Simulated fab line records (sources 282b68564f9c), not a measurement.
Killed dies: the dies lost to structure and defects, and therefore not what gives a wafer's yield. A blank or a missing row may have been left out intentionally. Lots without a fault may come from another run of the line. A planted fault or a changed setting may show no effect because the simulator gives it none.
One fault seen from 2 desks ; flow rit cmos ; what lay behind the numbers comes last; until then each desk has only its own

## FROM THE METROLOGY DESK
Lot by lot, what the gauges showed, no matter which tool ran the lot: averages of those sampled wafers that carry a number. The brackets show how far a lot's mean lies from the usual mean; more than 4 standard deviations puts the lot out of limits, marked OUT.
Columns: A = ACTIVE_NITRIDE_THK at RIT_ACTIVE_THK_MEAS_04, usual 149.4 nm; B = PRETRO_OVL at RIT_PRETRO_OVL_MEAS_06, usual -0.7 nm
lot;first seen here;A;B
L155;day 1 13:34;149.6;0.4
L156;day 1 18:33;150.5;-0.6
L157;day 2 00:46;148.4;-0.5
L158;day 2 05:16;149.5;-1.3
L159;day 2 09:32;149.2;-0.7
L161;day 2 20:17;147.6;-1.3
L165;day 3 15:32;148.5;-0.4
L166;day 3 20:32;148.7;-0.8
L171;day 4 21:34;148.5;0.2
L172;day 5 02:32;148.8;-0.7
L173;day 5 07:32;149.1;-1.5
L174;day 5 15:01;148.3;-0.4
L176;day 5 22:32;151.0;-0.7
L178;day 6 10:16;150.9;-0.4
This desk's finding: nothing out of limits on any of the 14 lots.

## DESK OF THE TOOL OWNER: litho track-04
At RIT_ACTIVE_SOFTBAKE_07 (time 60 s), the tool's own readings, given per lot that ran on this tool as the mean of the sampled wafers with a number. The brackets show how far a lot's mean lies from the usual mean; more than 4 standard deviations puts the lot out of limits, marked OUT.
Columns: A = heater power total W at RIT_ACTIVE_SOFTBAKE_07, usual 34.56 W; B = plate temp C at RIT_ACTIVE_SOFTBAKE_07, usual 89.98 C
lot;first seen here;A;B
L156;day 1 18:56;34.57;90.00
L158;day 2 05:38;34.50;89.98
L159;day 2 09:55;34.49;89.83
L165;day 3 15:53;34.11 (-9.1) OUT;89.26 (-6.0) OUT
L166;day 3 20:53;34.15 (-8.4) OUT;89.20 (-6.5) OUT
This desk's verdict: out of limits on L165, L166, starting with L165 at day 3 15:53 (heater power total W at RIT_ACTIVE_SOFTBAKE_07). L156, L158, L159: within limits.

## BROUGHT TOGETHER
On L165, L166, at day 3 15:53, an alarm was possible from the tool owner's desk.
Nothing out of limits was seen by the metrology desk.
The metrology desk has L165, L166 on record, within its limits.
All the named lots went through RIT_ACTIVE_SOFTBAKE_07 on litho track-04.

## WHAT THE SIMULATOR HAD INSERTED
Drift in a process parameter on litho track-04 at RIT_ACTIVE_SOFTBAKE_07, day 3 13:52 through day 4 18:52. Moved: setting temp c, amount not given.
Shown lots that were struck: L165, L166.
Hours from the fault's start to each desk's first reading out of limits: the tool owner's desk, 2.
